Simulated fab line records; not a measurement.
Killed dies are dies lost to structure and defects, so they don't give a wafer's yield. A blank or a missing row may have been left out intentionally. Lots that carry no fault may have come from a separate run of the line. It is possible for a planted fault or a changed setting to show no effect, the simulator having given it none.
fab line records -- flow rit-cmos
[record] lots = 7, wafers = 21, last-day = 7
route steps=202 shown NWELL@38 PWELL@39 WELLDRIVE@50 NRETRO@53 M1@202
lots with no fault: from the same line, run without faults
start-h: hours from the record's opening day to when the first of the lot's shown wafers began -- wait-h: how many hours have passed since the lot's step before this one -- " as in the row above -- L1.1+2: several wafers, shown together as one row -- - no value, or no start given -- * or withheld: withheld -- < > ~ a bound
route shown NAME@n: NAME is a module with steps in the file, n the number in the route of the first one -- usual: average and standard deviation across the fault-free wafers -- same: alike in all rows -- chamber/n: place in a boat -- sites: the reading at each site -- _std_site: their standard deviation -- _edge_site: inner sites' mean taken away from outer sites' mean -- radius-mm: how far each site lies from the wafer's centre -- mask NAME#n: copy n -- behind: the most recent tool/chamber to have shaped the wafer -- hold: why the lot went on hold/how many hours it stayed there/how the hold came to an end -- device: names the non-switching transistor (n, p or np) -- end of line: the tests these same wafers got at the end of their route -- for a step that has no rows: nothing shown but its recipe -- killed: dies lost to structure and defects at the first sort, not the wafer's yield -- map: dies across one wafer; x = killed, . = not, _ = none there
set.NAME: the setting that was run; set.NAME@STEP: the one run at that earlier step -- model.NAME: the simulator's own value behind a step, which no gauge read
a table for each step, a row for each wafer; lots at some steps of the route
services: from which hour (start-h, from the record's first day; less than 0 if before it) a tool's chamber was out of use, for how many hours, and why
[[steps]]
[step RIT_NWELL_TW_MEAS_10]
[usual] NWELL_TW = 2135/10
lot.wafer,tool,chamber,start-h,wait-h,NWELL_TW
L256.1,film-metro-01,-,32.23,0.1,2130
L256.2,film-metro-01,-,32.23,0.1,2123
L256.5,film-metro-01,-,32.23,0.1,2138
L262.2,film-metro-04,-,62.20,0.1,2140
L262.3,film-metro-04,-,62.20,0.1,2149
L262.4,film-metro-04,-,62.20,0.1,2145
L264.2,film-metro-01,-,70.88,0.1,2136
L264.4,film-metro-01,-,70.88,0.1,2140
L264.6,film-metro-01,-,70.88,0.1,2139
L265.1,film-metro-01,-,77.67,0.1,2114
L265.5,film-metro-01,-,77.67,0.1,2140
L265.6,film-metro-01,-,77.67,0.1,2133
L268.2,film-metro-01,-,90.97,0.1,2139
L268.3,film-metro-01,-,90.97,0.1,2117
L268.6,film-metro-01,-,90.97,0.1,2140
L274.1,film-metro-01,-,122.70,0.1,2143
L274.2,film-metro-01,-,122.70,0.1,2128
L274.5,film-metro-01,-,122.70,0.1,2135
L276.3,film-metro-04,-,131.80,0.1,2146
L276.4,film-metro-04,-,131.80,0.1,2130
L276.5,film-metro-04,-,131.80,0.1,2134
[step RIT_PWELL_HMDS_00]
[recipe] prime-time-s = 60, prime-temp-c = 140
[step RIT_PWELL_COAT_01]
[recipe] resist = NOVOLAK, spin-rpm = 2000, resist-thk-nm = 1300
[step RIT_PWELL_SOFTBAKE_02]
[recipe] resist = NOVOLAK, temp-c = 90, time-s = 60
[step RIT_PWELL_EXPOSE_03]
[recipe] mask-id = M3, na = 0.57, target-cd-nm = 43700, dose-mj = 250
[step RIT_PWELL_PEB_04]
[recipe] resist = NOVOLAK, temp-c = withheld, time-s = withheld
[step RIT_PWELL_DEVELOP_05]
[recipe] resist = NOVOLAK, develop-time-s = 68, dev-temp-c = 23
[step RIT_PWELL_OVL_MEAS_06]
[usual] PWELL_OVL = 0.1/1.7
lot.wafer,tool,chamber,start-h,wait-h,PWELL_OVL[nm]
L256.1,overlay-01,-,33.17,-,-0.7
L256.2,overlay-01,-,33.17,-,1.0
L256.5,overlay-01,-,33.17,-,1.1
L262.2,overlay-01,-,63.14,-,0.4
L262.3,overlay-01,-,63.14,-,-2.8
L262.4,overlay-01,-,63.14,-,-2.7
L264.2,overlay-01,-,72.04,-,0.5
L264.4,overlay-01,-,72.04,-,1.8
L264.6,overlay-01,-,72.04,-,2.7
L265.1,overlay-01,-,78.62,-,-1.4
L265.5,overlay-01,-,78.62,-,-1.0
L265.6,overlay-01,-,78.62,-,-1.5
L268.2,overlay-02,-,92.03,-,1.2
L268.3,overlay-02,-,92.03,-,-1.3
L268.6,overlay-02,-,92.03,-,-0.2
L274.1,overlay-02,-,123.97,-,1.9
L274.2,overlay-02,-,123.97,-,-0.1
L274.5,overlay-02,-,123.97,-,1.6
L276.3,overlay-02,-,132.73,-,-2.5
L276.4,overlay-02,-,132.73,-,0.1
L276.5,overlay-02,-,132.73,-,-1.4
[step RIT_PWELL_HARDBAKE_07]
[recipe] resist = NOVOLAK, temp-c = 140, time-s = 120
[step RIT_PWELL_IMPLANT_08]
[recipe] species = B, energy-kev = 170, dose-cm2 = 7e+13, tilt-deg = 7
[step RIT_PWELL_STRIP_09]
[recipe] chemistry = O2, time-s = 180, resist = NOVOLAK, platen-temp-c = withheld, power-w = 500, pressure-mtorr = 4000, o2-flow-sccm = 4000
[usual] drypump-motor-current-A = 6.00/0.29, rf-refl-power-W = 6.9/1.1
lot.wafer,tool,chamber,start-h,wait-h,drypump-motor-current-A,rf-hours-counter-h,rf-refl-power-W
L256.1,plasma-asher-01,0,33.61,0.1,6.30,39,5.9
L256.2,plasma-asher-01,1,33.61,0.1,5.71,39,7.3
L256.5,plasma-asher-01,0,33.61,0.1,6.30,-,6.1
L262.2,plasma-asher-03,0,63.57,0.1,5.57,41,5.7
L262.3,plasma-asher-03,0,63.57,0.1,5.58,-,5.6
L262.4,plasma-asher-03,1,63.57,0.1,6.03,-,9.1
L264.2,plasma-asher-04,1,72.47,0.1,5.86,30,6.7
L264.4,plasma-asher-04,1,72.47,0.1,5.88,-,6.7
L264.6,plasma-asher-04,0,72.47,0.1,6.39,-,6.8
L265.1,plasma-asher-03,0,79.08,0.1,5.60,42,6.7
L265.5,plasma-asher-03,0,79.08,0.1,5.62,-,5.8
L265.6,plasma-asher-03,1,79.08,0.1,6.07,-,8.9
L268.2,plasma-asher-01,0,92.46,0.1,6.30,45,5.9
L268.3,plasma-asher-01,0,92.46,0.1,6.30,-,5.8
L268.6,plasma-asher-01,0,92.46,0.1,6.30,-,5.9
L274.1,plasma-asher-03,0,124.40,0.1,5.60,47,5.6
L274.2,plasma-asher-03,1,124.40,0.1,6.04,47,9.0
L274.5,plasma-asher-03,1,124.40,0.1,6.06,-,8.9
L276.3,plasma-asher-01,1,133.21,0.1,5.74,-,7.1
L276.4,plasma-asher-01,0,133.21,0.1,6.30,-,5.9
L276.5,plasma-asher-01,0,133.21,0.1,6.31,-,5.8
[step RIT_PWELL_TW_MEAS_10]
[usual] PWELL_TW = 947/5.5
lot.wafer,tool,chamber,start-h,wait-h,PWELL_TW
L256.1,film-metro-01,-,33.78,0.1,947
L256.2,film-metro-01,-,33.78,0.1,945
L256.5,film-metro-01,-,33.78,0.1,953
L262.2,film-metro-04,-,63.75,0.1,949
L262.3,film-metro-04,-,63.75,0.1,947
L262.4,film-metro-04,-,63.75,0.1,948
L264.2,film-metro-03,-,72.66,0.1,944
L264.4,film-metro-03,-,72.66,0.1,941
L264.6,film-metro-03,-,72.66,0.1,945
L265.1,film-metro-04,-,79.25,0.1,955
L265.5,film-metro-04,-,79.25,0.1,951
L265.6,film-metro-04,-,79.25,0.1,952
L268.2,film-metro-04,-,92.64,0.1,951
L268.3,film-metro-04,-,92.64,0.1,954
L268.6,film-metro-04,-,92.64,0.1,954
L274.1,film-metro-04,-,124.58,0.1,944
L274.2,film-metro-04,-,124.58,0.1,947
L274.5,film-metro-04,-,124.58,0.1,948
L276.3,film-metro-03,-,133.35,0.1,947
L276.4,film-metro-03,-,133.35,0.1,945
L276.5,film-metro-03,-,133.35,0.1,945
[step RIT_WELLDRIVE_ANNEAL_00]
[recipe] temp-c = 1100, time-s = 14700, ambient = N2
[usual] run-length-s = 18265/4
lot.wafer,tool,chamber,start-h,wait-h,run-length-s
L256.1,furnace-04,0,33.84,0.1,18261
L256.2,furnace-04,0,33.84,0.1,18261
L256.5,furnace-04,0,33.84,0.1,18261
L262.2,furnace-01,0,63.80,0.0,18261
L262.3,furnace-01,0,63.80,0.0,18261
L262.4,furnace-01,0,63.80,0.0,18261
L264.2,furnace-01,0,73.00,0.3,15326
L264.4,furnace-01,0,73.00,0.3,15326
L264.6,furnace-01,0,73.00,0.3,15326
L265.1,furnace-01,0,79.31,0.1,15334
L265.5,furnace-01,0,79.31,0.1,15334
L265.6,furnace-01,0,79.31,0.1,15334
L268.2,furnace-01,0,93.29,0.6,15326
L268.3,furnace-01,0,93.29,0.6,15326
L268.6,furnace-01,0,93.29,0.6,15326
L274.1,furnace-03,0,124.64,0.1,18271
L274.2,furnace-03,0,124.64,0.1,18271
L274.5,furnace-03,0,124.64,0.1,18271
L276.3,furnace-04,0,133.94,0.6,18260
L276.4,furnace-04,0,133.94,0.6,18260
L276.5,furnace-04,0,133.94,0.6,18260
[step RIT_WELLDRIVE_RS_MEAS_01]
[recipe] thk-meas-gauge = four-point-probe
[usual] NWELL_RS = 275.3/0.81
lot.wafer,tool,chamber,start-h,wait-h,NWELL_RS[ohm/sq]
L256.1,film-metro-04,-,38.93,0.0,275.5
L256.2,film-metro-04,-,38.93,0.0,275.3
L256.5,film-metro-04,-,38.93,0.0,274.5
L262.2,film-metro-04,-,68.91,0.0,275.5
L262.3,film-metro-04,-,68.91,0.0,274.8
L262.4,film-metro-04,-,68.91,0.0,275.0
L264.2,film-metro-03,-,78.11,0.8,286.5
L264.4,film-metro-03,-,78.11,0.8,287.3
L264.6,film-metro-03,-,78.11,0.8,286.6
L265.1,film-metro-01,-,84.40,0.8,286.3
L265.5,film-metro-01,-,84.40,0.8,287.1
L265.6,film-metro-01,-,84.40,0.8,286.5
L268.2,film-metro-01,-,98.39,0.8,285.5
L268.3,film-metro-01,-,98.39,0.8,285.5
L268.6,film-metro-01,-,98.39,0.8,286.1
L274.1,film-metro-01,-,129.72,0.0,275.4
L274.2,film-metro-01,-,129.72,0.0,276.2
L274.5,film-metro-01,-,129.72,0.0,275.4
L276.3,film-metro-04,-,139.07,0.0,274.6
L276.4,film-metro-04,-,139.07,0.0,275.6
L276.5,film-metro-04,-,139.07,0.0,275.5
[step RIT_WELLDRIVE_RS_MEAS_02]
[recipe] thk-meas-gauge = four-point-probe
[usual] PWELL_RS = 429.5/1.2
lot.wafer,tool,chamber,start-h,wait-h,PWELL_RS[ohm/sq]
L256.1,film-metro-04,-,39.05,0.1,428.4
L256.2,film-metro-04,-,39.05,0.1,429.9
L256.5,film-metro-04,-,39.05,0.1,428.8
L262.2,film-metro-04,-,69.03,0.1,429.5
L262.3,film-metro-04,-,69.03,0.1,430.0
L262.4,film-metro-04,-,69.03,0.1,429.0
L264.2,film-metro-03,-,78.23,0.1,445.1
L264.4,film-metro-03,-,78.23,0.1,443.1
L264.6,film-metro-03,-,78.23,0.1,441.8
L265.1,film-metro-01,-,84.52,0.1,442.1
L265.5,film-metro-01,-,84.52,0.1,442.3
L265.6,film-metro-01,-,84.52,0.1,442.5
L268.2,film-metro-01,-,98.51,0.1,441.9
L268.3,film-metro-01,-,98.51,0.1,440.9
L268.6,film-metro-01,-,98.51,0.1,440.5
L274.1,film-metro-01,-,129.84,0.1,427.9
L274.2,film-metro-01,-,129.84,0.1,428.9
L274.5,film-metro-01,-,129.84,0.1,427.8
L276.3,film-metro-04,-,139.19,0.1,428.7
L276.4,film-metro-04,-,139.19,0.1,429.3
L276.5,film-metro-04,-,139.19,0.1,429.5
[step RIT_NRETRO_HMDS_00]
[recipe] prime-time-s = 60, prime-temp-c = 140
[step RIT_M1_PROBE_99]
[usual] killed-at-contacts = 0.1/0.31, killed-at-front-end = 7/3.3, killed-dies = 7/3.3, killed-open = 3.4/2.2, killed-short = 3.5/2
[same] gross-dies = 264, killed_at_M0_to_M3 = 0, killed_at_M4_up = 0, killed-at-back-side = 0, killed-at-other = 0
lot.wafer,tool,chamber,start-h,wait-h,killed-at-contacts,killed-at-front-end,killed-dies,killed-open,killed-short,model.etest.nwell-pinched.rs-ohm-sq,model.etest.pwell-pinched.rs-ohm-sq,model.etest.pwell.rs-ohm-sq,model.etest.field-n.vt-v,model.etest.field-p-metal.vt-v,model.etest.field-p.vt-v,model.etest.diode-pplus-comb.cj-ff-um2,model.etest.iso-nwell-nwell.lateral-log10-a-um
L256.1,prober-02,-,73.42,0.1,0,5,5,3,2,337.5,454.3,411.2,35.56,-28.71,-12.58,1.995,-7.345
L256.2,prober-02,-,73.47,0.1,0,4,4,2,2,335.7,457.5,416.1,34.35,-29.55,-12.58,1.993,-7.332
L256.5,prober-02,-,73.62,0.2,0,4,4,1,3,339.5,459.5,420.5,35.6,-28.98,-12.72,1.989,-7.354
L262.2,prober-01,-,100.42,0.1,0,10,10,4,6,341.6,453.9,411.9,36.38,-28.59,-12.95,1.99,-7.445
L262.3,prober-01,-,100.47,0.2,0,6,6,3,3,339.4,460.2,418.7,36.63,-28.88,-12.92,1.992,-7.328
L262.4,prober-01,-,100.52,0.2,0,12,12,6,6,335.1,449.5,411.9,35.91,-29.44,-12.84,2.009,-7.425
L264.2,prober-01,-,110.04,0.1,0,4,4,3,1,363.6,467.5,425.9,37.84,-27.06,-12.16,1.997,-7.569
L264.4,prober-01,-,110.14,0.2,0,14,14,7,7,358,467.1,427.1,37.59,-27.91,-12.17,2,-7.354
L264.6,prober-01,-,110.24,0.2,0,9,9,4,5,355.8,461.4,426.6,38.4,-27.8,-12.25,1.998,-7.555
L265.1,prober-02,-,112.68,0.1,0,8,8,4,4,360.8,468.4,425.4,36.32,-29.01,-12.7,2.003,-7.422
L265.5,prober-02,-,112.88,0.2,0,5,5,3,2,363.4,469,422.4,35.5,-29.79,-12.81,2.006,-7.38
L265.6,prober-02,-,112.93,0.2,0,9,9,3,6,366.5,478.8,425,36.15,-29.21,-12.71,2.013,-7.292
L268.2,prober-01,-,132.46,0.1,1,3,4,1,3,362.4,477.3,424.8,36.05,-27.43,-12.19,2.062,-7.355
L268.3,prober-01,-,132.51,0.2,0,4,4,2,2,360.6,479.4,427.8,35.28,-28.09,-12.21,2.056,-7.367
L268.6,prober-01,-,132.66,0.2,0,0,0,0,0,355.1,472.5,429.7,35.68,-28.3,-12.18,2.063,-7.337
L274.1,prober-01,-,160.69,0.1,1,8,9,4,5,339.3,457.2,413,35.12,-30.56,-13.65,1.978,-7.323
L274.2,prober-01,-,160.74,0.1,0,5,5,3,2,341.3,454.4,408.6,34.83,-30.37,-13.55,1.97,-7.378
L274.5,prober-01,-,160.89,0.2,0,5,5,3,2,336.2,447.7,407.3,35.55,-30.81,-13.54,1.973,-7.389
L276.3,prober-01,-,167.27,0.2,0,6,6,2,4,340.8,460.3,411.7,35.13,-28.63,-12.78,2.003,-7.43
L276.4,prober-01,-,167.32,0.2,2,6,8,4,4,339.9,460.4,417.6,34.87,-29.23,-12.81,2.006,-7.351
L276.5,prober-01,-,167.37,0.2,0,4,4,2,2,342.4,460.7,414.2,34.65,-29.16,-12.8,1.995,-7.422
// killed by level:class
L256.1 SILICIDE:geometric-particle:open=2 FOX2:geometric-particle:short=1 GATE:geometric-particle:open=1 SPACER:geometric-particle:short=1
L256.2 REOX:geometric-particle:open=2 GATE:geometric-particle:short=1 REOX:geometric-particle:short=1
L256.5 FOX2:geometric-particle:short=1 GATE:geometric-particle:open=1 GATE:geometric-particle:short=1 REOX:geometric-particle:short=1
L262.2 FOX2:geometric-particle:short=3 FOX2:geometric-particle:open=2 SILICIDE:geometric-particle:open=2 GATE:geometric-particle:short=1 REOX:geometric-particle:short=1 SILICIDE:geometric-particle:short=1
L262.3 SPACER:geometric-particle:open=2 SILICIDE:geometric-particle:short=2 FOX1:geometric-particle:open=1 REOX:geometric-particle:short=1
L262.4 FOX2:geometric-particle:short=3 FOX2:geometric-particle:open=3 GATE:geometric-particle:short=3 SPACER:geometric-particle:open=2 SILICIDE:geometric-particle:open=1
L264.2 FOX1:geometric-particle:open=1 FOX2:geometric-particle:open=1 GATE:geometric-particle:open=1 REOX:geometric-particle:short=1
L264.4 SILICIDE:geometric-particle:open=3 SILICIDE:geometric-particle:short=3 GATE:geometric-particle:open=2 SPACER:geometric-particle:short=2 FOX1:geometric-particle:short=1 FOX2:geometric-particle:open=1 GATE:geometric-particle:short=1 SPACER:geometric-particle:open=1
L264.6 GATE:geometric-particle:open=3 SILICIDE:geometric-particle:short=3 FOX1:geometric-particle:short=2 SPACER:geometric-particle:open=1
L265.1 GATE:geometric-particle:short=2 GATE:geometric-particle:open=2 FOX1:geometric-particle:open=1 FOX1:geometric-particle:short=1 SPACER:geometric-particle:short=1 SILICIDE:geometric-particle:open=1
L265.5 GATE:geometric-particle:open=2 GATE:geometric-particle:short=1 REOX:geometric-particle:open=1 REOX:geometric-particle:short=1
L265.6 SILICIDE:geometric-particle:short=3 GATE:geometric-particle:open=2 REOX:geometric-particle:short=2 FOX1:geometric-particle:short=1 REOX:geometric-particle:open=1
L268.2 GATE:geometric-particle:short=1 SPACER:geometric-particle:open=1 SPACER:geometric-particle:short=1 CONTACT:geometric-particle:short=1
L268.3 FOX1:geometric-particle:open=1 GATE:geometric-particle:short=1 GATE:geometric-particle:open=1 REOX:geometric-particle:short=1
L268.6
L274.1 FOX2:geometric-particle:open=2 FOX1:geometric-particle:short=1 GATE:geometric-particle:open=1 REOX:geometric-particle:short=1 REOX:geometric-particle:open=1 SPACER:geometric-particle:short=1 SILICIDE:geometric-particle:short=1 CONTACT:geometric-particle:short=1
L274.2 FOX1:geometric-particle:open=1 GATE:geometric-particle:open=1 GATE:geometric-particle:short=1 REOX:geometric-particle:open=1 SILICIDE:geometric-particle:short=1
L274.5 FOX1:geometric-particle:open=1 FOX1:geometric-particle:short=1 GATE:geometric-particle:open=1 SPACER:geometric-particle:open=1 SILICIDE:geometric-particle:short=1
L276.3 GATE:geometric-particle:short=2 GATE:geometric-particle:open=2 FOX1:geometric-particle:short=1 SILICIDE:geometric-particle:short=1
L276.4 GATE:geometric-particle:short=3 REOX:geometric-particle:open=2 CONTACT:geometric-particle:open=2 ACTIVE:geometric-particle:short=1
L276.5 GATE:geometric-particle:open=1 GATE:geometric-particle:short=1 SILICIDE:geometric-particle:short=1 SILICIDE:geometric-particle:open=1
[[services]]
tool,chamber,start-h,hours,kind
plasma-asher-03,-,37.01,14.6,pm
furnace-04,-,38.93,4.4,pm
plasma-asher-01,-,46.03,5.1,repair
plasma-asher-01,-,105.73,12.0,repair
plasma-asher-01,-,117.71,9.0,pm
plasma-asher-01,0,117.71,9.0,vent-cycle
plasma-asher-01,1,117.71,9.0,vent-cycle
plasma-asher-01,0,126.71,-,clean
plasma-asher-01,1,126.71,-,clean
furnace-03,-,132.29,3.3,pm
[[key]]
[first-sign] step = RIT_WELLDRIVE_ANNEAL_00, reading = run-length-s, direction = down, sigmas = 99+, usual = *, struck = *
[effect] step = RIT_WELLDRIVE_RS_MEAS_01, reading = NWELL_RS, direction = up, sigmas = 14, usual = 275.3, struck = 286.4
[effect] step = RIT_WELLDRIVE_RS_MEAS_02, reading = PWELL_RS, direction = up, sigmas = 11, usual = 429.5, struck = 442.2
[model-effect] step = RIT_M1_PROBE_99, value = etest.nwell-pinched.rs-ohm-sq, without = 340.7, struck = 360.7
met-at RIT_WELLDRIVE_ANNEAL_00
struck-wafers L264.2,L264.4,L264.6,L265.1,L265.5,L265.6,L268.2,L268.3,L268.6
tester-left-out L264,L265,L268
[fault] kind = process-parameter-drift, tool = furnace-01, chamber = -, onset-h = 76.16, steps = RIT_WELLDRIVE_ANNEAL_00, channel = time-s, offset = *, shape = step, end-h = 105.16, acts-in = *, stated = *
// tester-left-out: of these lots the tester's yield and bins aren't shown, on N5 and GAA mostly nor the transistor test; their killed dies are dies lost to structure and defects alone, not to doping, threshold or leakage, so they don't give the yield
